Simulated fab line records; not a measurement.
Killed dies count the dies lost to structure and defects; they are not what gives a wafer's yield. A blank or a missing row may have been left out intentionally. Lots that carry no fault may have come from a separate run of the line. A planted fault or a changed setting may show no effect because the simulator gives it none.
The tool behind it: which one? | flow rit cmos | 7 lots with 21 wafers sampled at 2 steps, on a route of 202 steps

== WHAT EACH GAUGE READ, for each wafer ==
RIT_PWELL_TW_MEAS_10.
lot  | measured    | on            | PWELL_TW
L969 | day 2 10:16 | film metro-04 | 946 941 944
L972 | day 3 02:54 | film metro-03 | 935 934 938
L976 | day 3 19:56 | film metro-01 | 946 953 953
L982 | day 5 03:04 | film metro-04 | 948 948 954
L985 | day 5 21:47 | film metro-04 | 30 30 30
L988 | day 6 08:17 | film metro-04 | 939 936 942
L990 | day 6 17:50 | film metro-03 | 941 939 942

== EACH LOT AND THE TOOL THAT RAN IT (in order: tool; ch and the chambers of the sampled wafers; start) ==
lot  | RIT_NWELL_STRIP_09
L969 | plasma asher-02 ch 0,1, day 2 08:24
L972 | plasma asher-02 ch 0,1, day 3 00:57
L976 | plasma asher-02 ch 0,1, day 3 18:15
L982 | plasma asher-01 ch 0,1, day 5 01:20
L985 | plasma asher-02 ch 0,1, day 5 19:44
L988 | plasma asher-02 ch 1, day 6 06:34
L990 | plasma asher-02 ch 0,1, day 6 16:06
- RIT_NWELL_STRIP_09: strips in O2, time 180 s.

== THE ANSWER, worked out from the rows above alone ==
Rule: the usual values come from the lots themselves. The widest of any qualifying gaps counts: lots, ordered by their means at a reading, are off when they make up no more than a third of the lots, leave a main group of 4 or more, and stand apart from it by 3 or more times the standard deviation of that group's means. A main group is skipped when, at the precision printed for the reading in the tables above, its means are all equal. A lot without any number at a reading at which 4 lots or more have one is off too. The other lots that the step has rows for count as sound.
Off: at RIT_PWELL_TW_MEAS_10 (PWELL_TW), L985. The main group has a mean of 943 with a standard deviation of 5.5.
A tool fits if, at a process step before that reading, it ran every lot that is off, and no sound lot after the first of them. Gauges at RIT_PWELL_TW_MEAS_10: tried the same way as those tools. None of those tried fits.

== WHAT HAD BEEN PUT IN BY THE SIMULATOR ==
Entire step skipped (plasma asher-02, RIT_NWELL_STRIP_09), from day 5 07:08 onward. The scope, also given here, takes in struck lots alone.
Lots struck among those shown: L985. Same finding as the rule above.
